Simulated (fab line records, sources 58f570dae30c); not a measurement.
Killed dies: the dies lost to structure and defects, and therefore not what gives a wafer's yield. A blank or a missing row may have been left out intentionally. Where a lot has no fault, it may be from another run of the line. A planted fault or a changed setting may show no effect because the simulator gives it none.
Commonality check across tools + flow berkeley cmos170 + 12 lots and 36 wafers in the sample

== THE REASON FOR OPENING IT ==
On 2 of the 12 lots, a flag is raised at UCB170_M3_CD_MEAS_90 on the reading cd nm. Fault-free wafers read 701 nm, with a standard deviation of 3.5.
Rule: a lot gets a flag if all its wafers with a number sit over 4 standard deviations from that mean, or if no wafer of it has a number. The rest of the lots are taken to be sound.

| lot  | measured     | on        | cd nm (nm), wafer by wafer | flag    |
|------|--------------|-----------|----------------------------|---------|
| L262 | day 8 02:58  | cd sem-01 | 701 698 703                |         |
| L260 | day 8 03:47  | cd sem-02 | 701 704 702                |         |
| L261 | day 8 03:48  | cd sem-01 | 698 701 701                |         |
| L267 | day 9 13:47  | cd sem-02 | 684 685 685                | FLAGGED |
| L266 | day 9 15:02  | cd sem-01 | 681 683 680                | FLAGGED |
| L272 | day 10 00:44 | cd sem-01 | 701 699 700                |         |
| L275 | day 10 21:32 | cd sem-02 | 701 700 696                |         |
| L274 | day 10 21:59 | cd sem-02 | 705 704 699                |         |
| L277 | day 11 08:01 | cd sem-01 | 702 697 698                |         |
| L278 | day 11 21:12 | cd sem-02 | 699 703 698                |         |
| L280 | day 12 01:08 | cd sem-02 | 698 700 697                |         |
| L283 | day 13 00:31 | cd sem-01 | 703 701 705                |         |
On average the flagged lots' numbers are 683 nm, which is -18 nm against the usual, or -5 standard deviations.

== EACH LOT AND THE TOOL IT RAN ON ==
Before the reading, the record contains 2 process steps out of a 331-step route. Read each cell as the tool, then ch plus the chambers that the sampled wafers visited, then the start.
| lot  | flag    | UCB170_M3_METAL_ETCH_18           | UCB170_M3_STRIP_19                   |
|------|---------|-----------------------------------|--------------------------------------|
| L262 |         | rie metal-02 ch 0,1, day 8 02:39  | plasma asher-01 ch 0,1, day 8 02:50  |
| L260 |         | rie metal-04 ch 0, day 8 03:16    | plasma asher-01 ch 0,1, day 8 03:38  |
| L261 |         | rie metal-03 ch 1, day 8 03:16    | plasma asher-04 ch 1, day 8 03:35    |
| L267 | FLAGGED | rie metal-03 ch 0,1, day 9 13:26  | plasma asher-01 ch 0,1, day 9 13:35  |
| L266 | FLAGGED | rie metal-03 ch 0,1, day 9 14:44  | plasma asher-03 ch 0,1, day 9 14:55  |
| L272 |         | rie metal-04 ch 0,1, day 10 00:27 | plasma asher-01 ch 0,1, day 10 00:36 |
| L275 |         | rie metal-04 ch 0,1, day 10 21:13 | plasma asher-01 ch 0,1, day 10 21:25 |
| L274 |         | rie metal-02 ch 0,1, day 10 21:43 | plasma asher-01 ch 0,1, day 10 21:52 |
| L277 |         | rie metal-02 ch 0,1, day 11 07:38 | plasma asher-01 ch 0,1, day 11 07:53 |
| L278 |         | rie metal-02 ch 0,1, day 11 20:53 | plasma asher-03 ch 0,1, day 11 21:05 |
| L280 |         | rie metal-04 ch 0,1, day 12 00:51 | plasma asher-04 ch 0,1, day 12 01:02 |
| L283 |         | rie metal-04 ch 0, day 13 00:02   | plasma asher-03 ch 0,1, day 13 00:25 |
What these steps do:
- UCB170_M3_METAL_ETCH_18: etches Al in Cl2/BCl3, stops on SiO2, target depth 1170 nm, time 195 s.
- UCB170_M3_STRIP_19: strips in O2.
- UCB170_M3_CD_MEAS_90: target cd 700 nm.

== FLAGGED AGAINST TOTAL, ONE TOOL AT A TIME (gauges that did the reading follow at the end) ==
| step                    | tool            | lots run | flagged | share of the flagged lots | sound lots run after its first flagged lot |
|-------------------------|-----------------|----------|---------|---------------------------|--------------------------------------------|
| UCB170_M3_METAL_ETCH_18 | rie metal-02    | 4        | 0       | none                      | -                                          |
| UCB170_M3_METAL_ETCH_18 | rie metal-03    | 3        | 2       | all                       | 0                                          |
| UCB170_M3_METAL_ETCH_18 | rie metal-04    | 5        | 0       | none                      | -                                          |
| UCB170_M3_STRIP_19      | plasma asher-01 | 7        | 1       | some                      | 4 (L272,L275,L274,L277)                    |
| UCB170_M3_STRIP_19      | plasma asher-03 | 3        | 1       | some                      | 2 (L278,L283)                              |
| UCB170_M3_STRIP_19      | plasma asher-04 | 2        | 0       | none                      | -                                          |
| UCB170_M3_CD_MEAS_90    | cd sem-01       | 6        | 1       | some                      | 3 (L272,L277,L283)                         |
| UCB170_M3_CD_MEAS_90    | cd sem-02       | 6        | 1       | some                      | 4 (L275,L274,L278,L280)                    |

== WHAT IS ALLOWED BY THE TABLE ==
1 row of the table ran every flagged lot: rie metal-03 at UCB170_M3_METAL_ETCH_18.
- rie metal-03 at UCB170_M3_METAL_ETCH_18 ran 3 lots, 2 of them flagged. It ran its last sound lot, L261, at day 8 03:16 and its first flagged lot, L267, at day 9 13:26: a fault with its onset between the two fits.
rie metal-03 at UCB170_M3_METAL_ETCH_18 is the single tool remaining.

== WHAT THE SIMULATOR HAD PUT IN ==
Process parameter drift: rie metal-03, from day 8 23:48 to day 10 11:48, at UCB170_M3_METAL_ETCH_18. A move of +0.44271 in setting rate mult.
Struck lots among those shown: L267, L266. The rule above found the same.
